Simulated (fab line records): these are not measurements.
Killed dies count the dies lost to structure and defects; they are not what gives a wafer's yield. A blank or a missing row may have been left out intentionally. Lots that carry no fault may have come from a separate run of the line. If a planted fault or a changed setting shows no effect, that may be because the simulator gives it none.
A struck lot beside a sound one ; flow ritCmos ; 16 steps out of a route of 202
Sound: these wafers, L333.3, L333.4, L333.5. Wafers struck: L338.1, L338.2, L338.3. The cause is named last.
Each step with rows lists, per side, the tool, then ch with its chambers, then its first start. Under that, the readings that differ: sound wafers ; struck wafers ; difference of the means ; sigmas: that difference in standard deviations of wafers without a fault.
alike: same words and numbers on both sides, and readings whose means sit less than 2 such deviations apart. not compared: any withheld reading, any reading some wafer has no value for, any bound like >300 that may hide the same value, and any number with overlapping values for which the record gives no deviation.
A row with sigmas, a row that says differs or no value, or rows on one side alone: a step with any of these is where the two part. Numbers that have no deviation but don't overlap get no sigmas and don't part them. A reading missing from all wafers of one side parts the sides only when that side holds two or more wafers.

RIT_ACTIVE_BOW_MEAS_00:
  sound: filmMetro-04 at day 2 11:02; struck: filmMetro-04 at day 3 12:00
  alike: INCOMING_BOW
then, 1 step without rows for these wafers: RIT_ACTIVE_OXIDATION_01 (target thk 46.8 nm, ox time 3360 s).
RIT_ACTIVE_THK_MEAS_02:
  sound: filmMetro-04 at day 2 13:05; struck: filmMetro-04 at day 3 14:29
  alike: ACTIVE_OXIDE_THK
then, 1 step without rows for these wafers: RIT_ACTIVE_CVD_03 (deposits Si3N4 from SiH2Cl2/NH3, target thk 150 nm, time 1500 s).
RIT_ACTIVE_THK_MEAS_04:
  sound: filmMetro-02 at day 2 14:34; struck: filmMetro-02 at day 3 16:05
  alike: ACTIVE_NITRIDE_THK
then, 3 steps without rows for these wafers: RIT_ACTIVE_HMDS_05 (prime time 60 s); RIT_ACTIVE_COAT_06 (resist thk 1000 nm); RIT_ACTIVE_SOFTBAKE_07 (time 60 s).
RIT_ACTIVE_EXPOSE_08: exposes mask M1, target cd 1400 nm.
  sound on ilineStepper-01 ch 0, day 2 15:05; struck on ilineStepper-02 ch 0, day 3 16:36
reading;sound;struck;difference;sigmas
exposureDoseMJCm2;224.82 224.86 224.76;241.28 241.61 241.25;+16.57;+69
  alike: mask, reticleTempC
then, 2 steps without rows for these wafers: RIT_ACTIVE_PEB_09; RIT_ACTIVE_DEVELOP_10 (develop time 50 s).
RIT_ACTIVE_CD_MEAS_11 targets a cd of 1400 nm.
  sound: cdSem-01 at day 2 15:29; struck: cdSem-02 at day 3 17:00
reading;sound;struck;difference;sigmas
cdNm (nm);1401.3 1400.7 1400.9;1376.1 1376.7 1379.4;-23.6;-11
then, 1 step without rows for these wafers: RIT_ACTIVE_HARDBAKE_12 (time 60 s).
RIT_ACTIVE_ETCH_13: etches Si3N4 in SF6, stops on SiO2, time 210 s, target depth 210 nm.
  sound on rieDiel-04 ch 0,1,3, day 2 15:43; struck on rieDiel-04 ch 0,2,3, day 3 17:16
reading;sound;struck;difference;sigmas
model.ACTIVE.cdNm (nm);1402 1401 1401;1376 1377 1379;-24;
  alike: drypumpMotorCurrentA, oesProductAu, throttleValvePct
  not compared: rfHoursCounterH
RIT_ACTIVE_STRIP_14: strips in O2, time 180 s.
  sound on plasmaAsher-01 ch 0,1, day 2 15:55; struck on plasmaAsher-02 ch 0,1, day 3 17:24
reading;sound;struck;difference;sigmas
drypumpMotorCurrentA (A);5.8 5.9 5.9;4.9 5.6 4.9;-0.7;-2
  not compared: rfHoursCounterH
-- the record jumps here: 2 days lie between the struck wafers' starts before and after (it left off in module ACTIVE and takes up again in module M1, whose first step shown is number 202 of the route) --
RIT_M1_PROBE_99:
  sound: prober-01 at day 4 14:29; struck: prober-02 at day 5 18:08
  alike: killedAtFrontEnd, killedDies, killedOpen, killedShort

== WHERE THEY PART ==
Last at RIT_ACTIVE_STRIP_14 as far as this record goes, first at RIT_ACTIVE_EXPOSE_08. Later steps at which nothing parts them and some readings are alike: RIT_M1_PROBE_99.

WHY: whatever the simulator had introduced
Process parameters drifting: ilineStepper-02 at RIT_ACTIVE_EXPOSE_08, beginning at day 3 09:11. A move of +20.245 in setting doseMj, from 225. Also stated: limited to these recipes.
